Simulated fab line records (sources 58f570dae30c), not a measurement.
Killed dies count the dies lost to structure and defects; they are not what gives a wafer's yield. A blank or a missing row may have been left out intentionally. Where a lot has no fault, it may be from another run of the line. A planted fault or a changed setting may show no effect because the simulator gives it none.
fab line records    flow berkeley-cmos170
[record] lots = 15  wafers = 45  last-day = 12
route steps=331 shown NWELL@28 PFIELD@85 NVT@110 NSD@194
lots with no fault: from the same line, run without faults
start-h: start of the lot's first displayed wafer, in hours after the record's first day    wait-h: how many hours have passed since the lot's step before this one    " repeats the value in the row above    L1.1+2: one row covering several wafers at once    - no value present, or no start provided    * or withheld: withheld    < > ~ a bound
route shown NAME@n: NAME is a module with steps in the file, n the number in the route of the first one    usual: mean/standard deviation taken from wafers without a fault    same: alike in all rows    chamber/n: place in a boat    sites: each site's reading    _std_site: the standard deviation of these    _edge_site: mean of outer sites minus mean of inner sites    radius-mm: for every site, how far away it sits from the centre of the wafer    mask NAME#n: copy n    behind: the tool/chamber that last shaped the wafer    hold: why the lot went on hold/how many hours it stayed there/how the hold came to an end    device: whichever transistor did not switch (one of n, p or np)    end of line: the same wafers' tests at the end of the route    where a step has no rows: the recipe by itself    killed: dies that structure and defects cost at the first sort, which is not the same as the wafer's yield    map: shows each die of a wafer: x if killed, . if not, _ if none is there
set.NAME: setting as actually run; set.NAME@STEP: the setting as run at that earlier step    model.NAME: the simulator's own value behind a step, which no gauge read
a sample of lots followed through the steps of the route, with each step as a table and each wafer as a row
services: the hour from which a tool's chamber was out of use, counted from the record's first day as start-h (under 0 if before that day), plus the number of hours and why
[[steps]]
[step UCB170_NWELL_IMPLANT_14]
[recipe] species = P  dose-cm2 = 1e+13  energy-kev = 150  tilt-deg = 7
[usual] beam-energy-keV = 150.00/0.049
[same] implant-ion-amu = 31
lot.wafer  tool          chamber  start-h  wait-h  beam-energy-keV
L175.1     implanter-04  0        33.38    0.2     150.01
L175.3     "             0        "        "       149.96
L175.5     "             0        "        "       150.05
L176.2     implanter-03  0        39.16    0.1     150.00
L176.3     "             0        "        "       150.03
L176.5     "             0        "        "       150.02
L177.3     implanter-04  0        39.91    0.1     150.09
L177.4     "             0        "        "       150.07
L177.6     "             0        "        "       150.09
L178.2     implanter-04  0        45.55    0.1     150.02
L178.4     "             0        "        "       149.98
L178.5     "             0        "        "       149.97
L179.3     implanter-03  0        55.53    0.1     150.03
L179.4     "             0        "        "       150.07
L179.6     "             0        "        "       150.10
L181.1     implanter-03  0        65.04    0.1     150.06
L181.3     "             0        "        "       150.05
L181.5     "             0        "        "       149.99
L184.2     implanter-03  0        75.23    0.1     149.96
L184.3     "             0        "        "       149.90
L184.5     "             0        "        "       149.99
L182.1     implanter-04  0        75.48    0.1     150.02
L182.4     "             0        "        "       150.05
L182.6     "             0        "        "       149.99
L183.1     implanter-03  0        75.64    0.1     202.45
L183.2     "             0        "        "       202.49
L183.4     "             0        "        "       202.42
L187.1     implanter-03  0        92.09    0.1     202.53
L187.5     "             0        "        "       202.54
L187.6     "             0        "        "       202.50
L189.1     implanter-03  0        97.72    0.1     202.50
L189.4     "             0        "        "       202.46
L189.5     "             0        "        "       202.47
L192.2     implanter-04  0        117.65   0.1     150.01
L192.5     "             0        "        "       150.03
L192.6     "             0        "        "       149.96
L194.1     implanter-04  0        121.80   0.1     149.99
L194.4     "             0        "        "       149.97
L194.6     "             0        "        "       150.01
L197.1     implanter-04  0        142.04   0.1     149.99
L197.4     "             0        "        "       150.04
L197.5     "             0        "        "       150.01
L198.2     implanter-04  0        153.28   0.1     149.98
L198.3     "             0        "        "       149.99
L198.4     "             0        "        "       150.01
[step UCB170_NWELL_TW_MEAS_16]
[usual] NWELL_TW = 1252/13
lot.wafer  tool           chamber  start-h  wait-h  NWELL_TW
L175.1     film-metro-01  -        33.63    0.1     1254
L175.3     "              -        "        "       1264
L175.5     "              -        "        "       1257
L176.2     film-metro-04  -        39.40    0.1     1270
L176.3     "              -        "        "       1262
L176.5     "              -        "        "       1266
L177.3     film-metro-01  -        40.13    0.1     1253
L177.4     "              -        "        "       1254
L177.6     "              -        "        "       1259
L178.2     film-metro-01  -        45.78    0.1     1262
L178.4     "              -        "        "       1253
L178.5     "              -        "        "       1251
L179.3     film-metro-01  -        55.75    0.1     1261
L179.4     "              -        "        "       1264
L179.6     "              -        "        "       1269
L181.1     film-metro-03  -        65.29    0.1     1236
L181.3     "              -        "        "       1229
L181.5     "              -        "        "       1232
L184.2     film-metro-01  -        75.46    0.1     1265
L184.3     "              -        "        "       1260
L184.5     "              -        "        "       1264
L182.1     film-metro-01  -        75.73    0.1     1269
L182.4     "              -        "        "       1265
L182.6     "              -        "        "       1268
L183.1     film-metro-04  -        75.89    0.1     1321
L183.2     "              -        "        "       1322
L183.4     "              -        "        "       1320
L187.1     film-metro-04  -        92.34    0.1     1331
L187.5     "              -        "        "       1323
L187.6     "              -        "        "       1325
L189.1     film-metro-04  -        97.97    0.1     1332
L189.4     "              -        "        "       1334
L189.5     "              -        "        "       1335
L192.2     film-metro-04  -        117.89   0.1     1256
L192.5     "              -        "        "       1252
L192.6     "              -        "        "       1247
L194.1     film-metro-03  -        122.05   0.1     1225
L194.4     "              -        "        "       1232
L194.6     "              -        "        "       1227
L197.1     film-metro-01  -        142.29   0.1     1258
L197.4     "              -        "        "       1262
L197.5     "              -        "        "       1267
L198.2     film-metro-03  -        153.52   0.1     1243
L198.3     "              -        "        "       1231
L198.4     "              -        "        "       1236
[step UCB170_PFIELD_OVL_MEAS_06]
[usual] PFIELD_OVL = 5/6.1
lot.wafer  tool        chamber  start-h  wait-h  PFIELD_OVL[nm]
L175.1     overlay-02  -        87.49    -       9
L175.3     "           -        "        "       4
L175.5     "           -        "        "       4
L177.3     overlay-01  -        95.79    -       8
L177.4     "           -        "        "       7
L177.6     "           -        "        "       -2
L176.2     overlay-02  -        96.13    -       0
L176.3     "           -        "        "       13
L176.5     "           -        "        "       11
L178.2     overlay-01  -        96.41    -       6
L178.4     "           -        "        "       4
L178.5     "           -        "        "       13
L179.3     overlay-02  -        110.09   -       11
L179.4     "           -        "        "       7
L179.6     "           -        "        "       9
L181.1     overlay-02  -        116.53   -       8
L181.3     "           -        "        "       11
L181.5     "           -        "        "       7
L183.1     overlay-01  -        124.95   -       3
L183.2     "           -        "        "       11
L183.4     "           -        "        "       13
L182.1     overlay-02  -        125.31   -       -2
L182.4     "           -        "        "       -4
L182.6     "           -        "        "       -3
L184.2     overlay-01  -        125.59   -       12
L184.3     "           -        "        "       11
L184.5     "           -        "        "       11
L187.1     overlay-02  -        141.67   -       0
L187.5     "           -        "        "       -3
L187.6     "           -        "        "       12
L189.1     overlay-01  -        145.81   -       6
L189.4     "           -        "        "       3
L189.5     "           -        "        "       6
L192.2     overlay-02  -        170.07   -       3
L192.5     "           -        "        "       -2
L192.6     "           -        "        "       4
L194.1     overlay-01  -        170.93   -       10
L194.4     "           -        "        "       10
L194.6     "           -        "        "       8
L197.1     overlay-01  -        186.44   -       4
L197.4     "           -        "        "       0
L197.5     "           -        "        "       -4
L198.2     overlay-02  -        203.87   -       4
L198.3     "           -        "        "       5
L198.4     "           -        "        "       6
[step UCB170_NVT_OVL_MEAS_06]
[usual] NVT_OVL = -2/5.7
lot.wafer  tool        chamber  start-h  wait-h  NVT_OVL[nm]
L175.1     overlay-02  -        117.96   -       -6
L175.3     "           -        "        "       -14
L175.5     "           -        "        "       -7
L176.2     overlay-01  -        121.78   -       -1
L176.3     "           -        "        "       -7
L176.5     "           -        "        "       -8
L178.2     overlay-02  -        121.97   -       11
L178.4     "           -        "        "       6
L178.5     "           -        "        "       4
L177.3     overlay-01  -        122.21   -       0
L177.4     "           -        "        "       0
L177.6     "           -        "        "       -4
L179.3     overlay-01  -        138.84   -       -3
L179.4     "           -        "        "       -4
L179.6     "           -        "        "       -3
L181.1     overlay-02  -        144.30   -       -3
L181.3     "           -        "        "       -6
L181.5     "           -        "        "       -4
L184.2     overlay-01  -        155.81   -       -1
L184.3     "           -        "        "       -8
L184.5     "           -        "        "       -5
L182.1     overlay-02  -        156.25   -       -7
L182.4     "           -        "        "       -1
L182.6     "           -        "        "       -4
L183.1     overlay-01  -        156.38   -       2
L183.2     "           -        "        "       -13
L183.4     "           -        "        "       -6
L187.1     overlay-01  -        178.94   -       -5
L187.5     "           -        "        "       -2
L187.6     "           -        "        "       -7
L189.1     overlay-01  -        179.49   -       2
L189.4     "           -        "        "       -4
L189.5     "           -        "        "       -7
L194.1     overlay-02  -        193.70   -       -15
L194.4     "           -        "        "       -2
L194.6     "           -        "        "       1
L192.2     overlay-01  -        193.98   -       -1
L192.5     "           -        "        "       -1
L192.6     "           -        "        "       6
L197.1     overlay-02  -        217.09   -       3
L197.4     "           -        "        "       -1
L197.5     "           -        "        "       3
L198.2     overlay-02  -        232.76   -       -7
L198.3     "           -        "        "       -6
L198.4     "           -        "        "       -6
[step UCB170_NSD_OVL_MEAS_07]
[usual] NSD_OVL = -1/5.3
lot.wafer  tool        chamber  start-h  wait-h  NSD_OVL[nm]
L178.2     overlay-01  -        145.20   0.1     3
L178.4     "           -        "        "       1
L178.5     "           -        "        "       -4
L175.1     overlay-02  -        145.84   0.1     -6
L175.3     "           -        "        "       -1
L175.5     "           -        "        "       1
L177.3     overlay-01  -        145.90   0.1     -6
L177.4     "           -        "        "       -4
L177.6     "           -        "        "       -8
L176.2     overlay-01  -        146.17   0.1     -1
L176.3     "           -        "        "       2
L176.5     "           -        "        "       1
L179.3     overlay-02  -        171.81   0.1     -7
L179.4     "           -        "        "       4
L179.6     "           -        "        "       -2
L181.1     overlay-02  -        172.07   0.1     2
L181.3     "           -        "        "       0
L181.5     "           -        "        "       0
L182.1     overlay-01  -        183.82   0.1     -1
L182.4     "           -        "        "       -1
L182.6     "           -        "        "       3
L184.2     overlay-02  -        183.97   0.1     -3
L184.3     "           -        "        "       5
L184.5     "           -        "        "       -1
L183.1     overlay-01  -        184.10   0.1     -3
L183.2     "           -        "        "       -6
L183.4     "           -        "        "       -3
L189.1     overlay-02  -        210.17   0.1     -4
L189.4     "           -        "        "       -2
L189.5     "           -        "        "       -11
L187.1     overlay-01  -        210.45   0.1     5
L187.5     "           -        "        "       2
L187.6     "           -        "        "       -8
L194.1     overlay-02  -        220.56   0.1     13
L194.4     "           -        "        "       2
L194.6     "           -        "        "       -1
L192.2     overlay-01  -        220.85   0.1     3
L192.5     "           -        "        "       -2
L192.6     "           -        "        "       1
L197.1     overlay-01  -        249.32   0.1     -1
L197.4     "           -        "        "       0
L197.5     "           -        "        "       -7
L198.2     overlay-02  -        260.13   0.1     -1
L198.3     "           -        "        "       4
L198.4     "           -        "        "       -1
[[services]]
tool          chamber  start-h  hours  kind
implanter-03  -        114.14   3.8    pm
[[key]]
[first-sign] step = UCB170_NWELL_IMPLANT_14  reading = beam-energy-keV  direction = up  sigmas = 99+  usual = 150.00  struck = 202.48
[effect] step = UCB170_NWELL_TW_MEAS_16  reading = NWELL_TW  direction = up  sigmas = 5.9  usual = 1252  struck = 1327
met-at UCB170_NWELL_IMPLANT_14
struck-lots L183,L187,L189
tester-left-out L183,L187,L189
not-acting-at UCB170_PFIELD_OVL_MEAS_06,UCB170_NVT_OVL_MEAS_06,UCB170_NSD_OVL_MEAS_07
onset-between 75.23 75.64
[fault] kind = process-parameter-drift  tool = implanter-03  chamber = -  onset-h = 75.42  steps = UCB170_NWELL_IMPLANT_14  channel = energy-kev  offset = 52.5  shape = step  end-h = 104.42  acts-in = these-recipes-only  stated = 150
// tester-left-out: of these lots the tester's yield and bins aren't shown, on N5 and GAA mostly nor the transistor test; their killed dies are dies lost to structure and defects alone, not to doping, threshold or leakage, so they don't give the yield
